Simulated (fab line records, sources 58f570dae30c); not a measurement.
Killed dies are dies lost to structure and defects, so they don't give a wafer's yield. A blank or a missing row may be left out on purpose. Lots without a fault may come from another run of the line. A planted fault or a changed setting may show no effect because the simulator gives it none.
Split-lot experiment | flow berkeley_cmos170 | 5 lots, 23 wafers read, on a route of 331 steps

THE SPLIT
At UCB170_M2_SPUTTER_01 (material Al, target thk 900 nm, time 120 s), the setting time_s was moved away from the recipe's 120 s on 8 of the 23 wafers read, by -8.6% to +10.8%. The other wafers ran this setting at the recipe's value.

FROM THE SPLIT TO THE READING: what the file shows between them, 6 steps
- UCB170_M2_RS_MEAS_02: measures by four-point-probe
- UCB170_M2_THK_MEAS_03: measures by xrf
- UCB170_M2_COAT_10: resist thk 900 nm (also split here: resist_thk_nm)
- UCB170_M2_SOFTBAKE_11: time 60 s
- UCB170_M2_EXPOSE_12: exposes mask METAL2, target cd 700 nm
- UCB170_M2_ETCH_17: etches BARC in N2/H2

THE READING
oes_product_au, in a.u., at UCB170_M2_METAL_ETCH_18 (etches Al in Cl2/BCl3, stops on SiO2, target depth 1170 nm, time 195 s). Fault-free wafers of this fab line usually give 0.860 a.u., standard deviation 0.012 a.u..

wafer  | tool, chamber at the split | time_s as run, s | against the recipe | oes_product_au, a.u. | against lot-mates on the recipe
L074.1 | pvd_sputter-03, -          | 120              | recipe             | 0.857                | -
L074.2 | pvd_sputter-03, -          | 109.7            | -8.6%              | 0.828                | -0.029
L074.3 | pvd_sputter-03, -          | 120              | recipe             | 0.851                | -
L074.5 | pvd_sputter-03, -          | 109.7            | -8.6%              | 0.824                | -0.033
L074.6 | pvd_sputter-03, -          | 120              | recipe             | 0.864                | -
L077.1 | pvd_sputter-04, -          | 120              | recipe             | 0.848                | -
L077.2 | pvd_sputter-04, -          | 129              | +7.5%              | 0.888                | +0.035
L077.3 | pvd_sputter-04, -          | 120              | recipe             | 0.847                | -
L077.4 | pvd_sputter-04, -          | 120              | recipe             | 0.863                | -
L077.5 | pvd_sputter-04, -          | 129              | +7.5%              | 0.875                | +0.022
L079.1 | pvd_sputter-03, -          | 120              | recipe             | 0.867                | -
L079.3 | pvd_sputter-03, -          | 120              | recipe             | 0.855                | -
L079.6 | pvd_sputter-03, -          | 120              | recipe             | 0.862                | -
L082.1 | pvd_sputter-01, -          | 133              | +10.8%             | 0.929                | +0.066
L082.2 | pvd_sputter-01, -          | 120              | recipe             | 0.859                | -
L082.3 | pvd_sputter-01, -          | 120              | recipe             | 0.860                | -
L082.4 | pvd_sputter-01, -          | 120              | recipe             | 0.870                | -
L082.5 | pvd_sputter-01, -          | 133              | +10.8%             | 0.924                | +0.061
L085.1 | pvd_sputter-04, -          | 132.2            | +10.2%             | 0.925                | +0.059
L085.2 | pvd_sputter-04, -          | 120              | recipe             | 0.863                | -
L085.3 | pvd_sputter-04, -          | 120              | recipe             | 0.870                | -
L085.4 | pvd_sputter-04, -          | 132.2            | +10.2%             | 0.934                | +0.068
L085.5 | pvd_sputter-04, -          | 120              | recipe             | 0.864                | -

THE FIT
A straight line over all 23 wafers: oes_product_au changes by +0.00527 a.u. for each +1% of time_s; r = +0.94; the points scatter about the line by 0.011 a.u..
The same after taking each lot's own level away (the mean of its wafers on the recipe; 23 wafers): +0.00508 a.u. for each +1%; r = +0.96; scatter 0.0081 a.u..
On that fit, the largest move of time_s shifts the reading by 0.055 a.u..
The lots' own levels span 0.8527 to 0.8657 a.u., that is 1.1 times the standard deviation above.
So the lot-to-lot level changes the slope little: the two slopes agree.
Check: with one of the wafers moved furthest among these (+10.8%) left out of the fit, the line predicts +0.0552 a.u. for it against its lot-mates. It came out at +0.066 a.u. against them.

OTHER SPLITS ON THESE WAFERS
These wafers also went through other splits before the reading. Each is held against what the fit with the lots' levels taken away leaves over:
other split on the same wafers  | wafers away from the commonest value | r with oes_product_au (lot level and that fit taken away)
UCB170_M1_EXPOSE_06 dose_mj     | 7                                    | +0.31
UCB170_M2_COAT_10 resist_thk_nm | 8                                    | -0.16

THE WHOLE CHAIN: every reading that the file lists as answering this split, in the file's order
step                    | what it does                                                           | reading                                                                     | change (the file's fit)                   | r (the file's)
UCB170_M2_SPUTTER_01    | material Al, target thk 900 nm, time 120 s                             | Al_of_M2_SPUTTER_01.thk_nm (the simulator's own value, which no gauge read) | +9.49 nm for each +1% of the setting      | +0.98
UCB170_M2_RS_MEAS_02    | measures by four-point-probe                                           | M2_AL_RS                                                                    | -0.000317 for each +1% of the setting     | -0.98
UCB170_M2_THK_MEAS_03   | measures by xrf                                                        | M2_AL_THK                                                                   | +9.28 for each +1% of the setting         | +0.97
UCB170_M2_METAL_ETCH_18 | etches Al in Cl2/BCl3, stops on SiO2, target depth 1170 nm, time 195 s | oes_product_au                                                              | +0.00522 a.u. for each +1% of the setting | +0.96

THE FILE'S OWN FIT
oes_product_au changes by +0.00522 a.u. for each +1% of time_s, r = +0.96.
